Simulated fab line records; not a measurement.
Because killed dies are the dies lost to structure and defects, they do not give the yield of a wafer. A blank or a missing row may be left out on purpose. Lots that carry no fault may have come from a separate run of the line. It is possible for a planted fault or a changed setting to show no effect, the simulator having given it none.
Commonality check across tools ; flow rit_cmos ; Sampled: 14 lots, 42 wafers

== THE REASON FOR OPENING IT ==
At RIT_CONTACT_CD_MEAS_08 the reading cd_nm is flagged on 2 of 14 lots. Wafers without a fault read 999.8 nm, standard deviation 2.1.
Rule: flag the lot when none of its wafers has a number, or when each of its wafers that has one lies beyond 4 standard deviations from that mean. All remaining lots are regarded as sound.

lot;measured;on;cd_nm (nm), wafer by wafer;flag
L249;day 3 09:07;cd_sem-02;998.6 1000.4 998.8;
L250;day 3 13:18;cd_sem-02;999.6 997.5 998.8;
L251;day 3 14:40;cd_sem-01;998.2 998.8 998.9;
L252;day 3 20:46;cd_sem-02;998.8 999.9 1000.9;
L253;day 4 00:25;cd_sem-02;996.0 997.9 1000.1;
L254;day 4 06:49;cd_sem-02;999.3 1000.9 998.5;
L255;day 4 10:15;cd_sem-02;1002.5 1005.4 1003.5;
L257;day 4 20:13;cd_sem-02;997.6 994.2 995.6;
L258;day 5 02:46;cd_sem-02;1001.0 1000.3 1000.8;
L259;day 5 06:08;cd_sem-01;998.9 1000.3 1000.6;
L260;day 5 10:26;cd_sem-02;997.9 996.7 996.5;
L261;day 5 15:28;cd_sem-02;1004.6 1003.6 1005.3;
L265;day 6 11:29;cd_sem-01;981.6 980.0 982.3;FLAGGED
L266;day 6 19:07;cd_sem-02;980.5 979.0 980.4;FLAGGED
On average the flagged lots' numbers are 980.6 nm, which is -19.2 nm against the usual, or -9 standard deviations.

== TOOL THAT RAN EACH LOT ==
The record holds 2 process steps before the reading, out of a route of 202 steps. Each cell gives the tool, then ch followed by the chambers the sampled wafers passed through, then the start.
lot;flag;RIT_CONTACT_CVD_00;RIT_CONTACT_DEVELOP_07
L249;;pecvd-04 ch 0,1,2, day 3 08:02;litho_track-04 ch 0, day 3 08:00
L250;;pecvd-02 ch 0,1, day 3 12:05;litho_track-04 ch 0, day 3 13:00
L251;;pecvd-01 ch 1,2, day 3 13:26;litho_track-03 ch 0, day 3 14:00
L252;;pecvd-04 ch 0,1,2, day 3 19:40;litho_track-02 ch 0, day 3 20:00
L253;;pecvd-02 ch 0,2, day 3 23:19;litho_track-04 ch 0, day 4 00:00
L254;;pecvd-01 ch 0,2, day 4 05:34;litho_track-04 ch 0, day 4 06:00
L255;;pecvd-04 ch 0,1,2, day 4 08:51;litho_track-02 ch 0, day 4 10:00
L257;;pecvd-01 ch 0,1,2, day 4 19:01;litho_track-04 ch 0, day 4 19:00
L258;;pecvd-04 ch 0,1,2, day 5 01:33;litho_track-03 ch 0, day 5 02:00
L259;;pecvd-02 ch 1,2, day 5 04:56;litho_track-03 ch 0, day 5 05:00
L260;;pecvd-01 ch 0,1,2, day 5 09:21;litho_track-03 ch 0, day 5 10:00
L261;;pecvd-04 ch 0,1,2, day 5 14:22;litho_track-04 ch 0, day 5 15:00
L265;FLAGGED;pecvd-02 ch 1,2, day 6 10:11;litho_track-03 ch 0, day 6 11:00
L266;FLAGGED;pecvd-01 ch 0,2, day 6 17:52;litho_track-03 ch 0, day 6 18:00
What the steps here do:
- RIT_CONTACT_CVD_00: deposits SiO2 from TEOS, target thk 400 nm, time 61 s.
- RIT_CONTACT_DEVELOP_07: develop time 120 s.
- RIT_CONTACT_CD_MEAS_08: target cd 1000 nm.

== FLAGGED AGAINST TOTAL, ONE TOOL AT A TIME (gauges that did the reading follow at the end) ==
step;tool;lots run;flagged;share of the flagged lots;sound lots run after its first flagged lot
RIT_CONTACT_CVD_00;pecvd-01;5;1;some;0
RIT_CONTACT_CVD_00;pecvd-02;4;1;some;0
RIT_CONTACT_CVD_00;pecvd-04;5;0;none;-
RIT_CONTACT_DEVELOP_07;litho_track-02;2;0;none;-
RIT_CONTACT_DEVELOP_07;litho_track-03;6;2;all;0
RIT_CONTACT_DEVELOP_07;litho_track-04;6;0;none;-
RIT_CONTACT_CD_MEAS_08;cd_sem-01;3;1;some;0
RIT_CONTACT_CD_MEAS_08;cd_sem-02;11;1;some;0

== WHAT IS ALLOWED BY THE TABLE ==
1 row of the table ran every flagged lot: litho_track-03 at RIT_CONTACT_DEVELOP_07.
- litho_track-03 at RIT_CONTACT_DEVELOP_07 ran 6 lots, 2 of them flagged. It ran its last sound lot, L260, at day 5 10:00 and its first flagged lot, L265, at day 6 11:00: a fault with its onset between the two fits.
litho_track-03 at RIT_CONTACT_DEVELOP_07 is the single tool remaining.

== WHAT THE SIMULATOR HAD INSERTED ==
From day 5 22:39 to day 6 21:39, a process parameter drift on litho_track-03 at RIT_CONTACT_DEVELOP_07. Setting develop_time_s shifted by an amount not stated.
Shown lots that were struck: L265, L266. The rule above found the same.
